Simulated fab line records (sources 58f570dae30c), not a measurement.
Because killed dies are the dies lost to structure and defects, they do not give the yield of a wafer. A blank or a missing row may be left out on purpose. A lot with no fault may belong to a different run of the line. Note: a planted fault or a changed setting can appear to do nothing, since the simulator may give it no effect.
A struck lot beside a sound one :: flow berkeleyCmos170 :: 14 steps out of a route of 331
Sound: wafers L790.1, L790.2, L790.5. Struck: wafers L796.4, L796.5, L796.6. Last of all comes the cause.
Order at every step that has rows: each side's tool, ch and its chambers, its first start. Under that, the readings that differ: sound wafers :: struck wafers :: difference of the means :: sigmas: that difference in standard deviations of wafers without a fault.
alike: readings whose means differ by less than 2 such deviations, and words and numbers that are the same on both sides. not compared: withheld readings, readings that some wafer has no value for, bounds like >300 that may hide the same value, and numbers for which the record gives no deviation and whose values overlap.
The two part at a step that has a row with sigmas, a row that says differs or no value, or rows on one side only. When numbers do not overlap yet have no deviation, they are printed without sigmas and do not part them. A reading that every wafer of one side lacks parts them only if that side has two wafers or more.

first, 3 steps without rows for these wafers: UCB170_ACTIVE_CLEAN_00 (cleans in SPM, time 600 s); UCB170_ACTIVE_CLEAN_01 (cleans in dHF, time 60 s); UCB170_ACTIVE_OXIDATION_02 (target thk 26.4 nm, ox time 1260 s).
UCB170_ACTIVE_THK_MEAS_03:
  sound on filmMetro-01 at day 5 15:10; struck on filmMetro-03 at day 6 20:42
  alike: ACTIVE_OXIDE_THK
then, 2 steps without rows for these wafers: UCB170_ACTIVE_ANNEAL_04 (time 900 s); UCB170_ACTIVE_CVD_05 (deposits Si3N4 from SiH2Cl2/NH3, target thk 220 nm, time 3300 s).
UCB170_ACTIVE_THK_MEAS_06:
  sound on filmMetro-03 at day 5 20:44; struck on filmMetro-03 at day 7 06:43
  alike: ACTIVE_NITRIDE_THK
then, 5 steps without rows for these wafers: UCB170_ACTIVE_HMDS_07 (prime time 60 s); UCB170_ACTIVE_COAT_08 (resist thk 900 nm); UCB170_ACTIVE_SOFTBAKE_09 (time 60 s); UCB170_ACTIVE_EXPOSE_10 (exposes mask ACTIVE, target cd 1200 nm); UCB170_ACTIVE_PEB_11.
UCB170_ACTIVE_DEVELOP_12: develop time 45 s.
  sound on lithoTrack-02 ch 0, day 5 21:00; struck on lithoTrack-02, day 7 07:00
  no value came back on the struck wafers for chillPlateTempC (C), developTimeS (s); on the sound wafers chillPlateTempC (C) reads 22.90 22.92 22.92
reading: model.KrF_of_ACTIVE_COAT_08.thkNm (nm)
sound: 882.9 882.1 881.7
struck: 899.7 899.9 900.6
difference: +17.8
sigmas: 
UCB170_ACTIVE_CD_MEAS_13: the cd target is 1200 nm.
  sound on cdSem-02 at day 5 21:50; struck on cdSem-01 at day 7 07:46
reading: cdNm (nm)
sound: 1200.7 1199.5 1200.2
struck: - - -
difference: no value on the struck wafers
sigmas: 

WHERE THEY PART
Earliest at UCB170_ACTIVE_DEVELOP_12; latest, in this record, at UCB170_ACTIVE_CD_MEAS_13.

WHY: whatever the simulator had introduced
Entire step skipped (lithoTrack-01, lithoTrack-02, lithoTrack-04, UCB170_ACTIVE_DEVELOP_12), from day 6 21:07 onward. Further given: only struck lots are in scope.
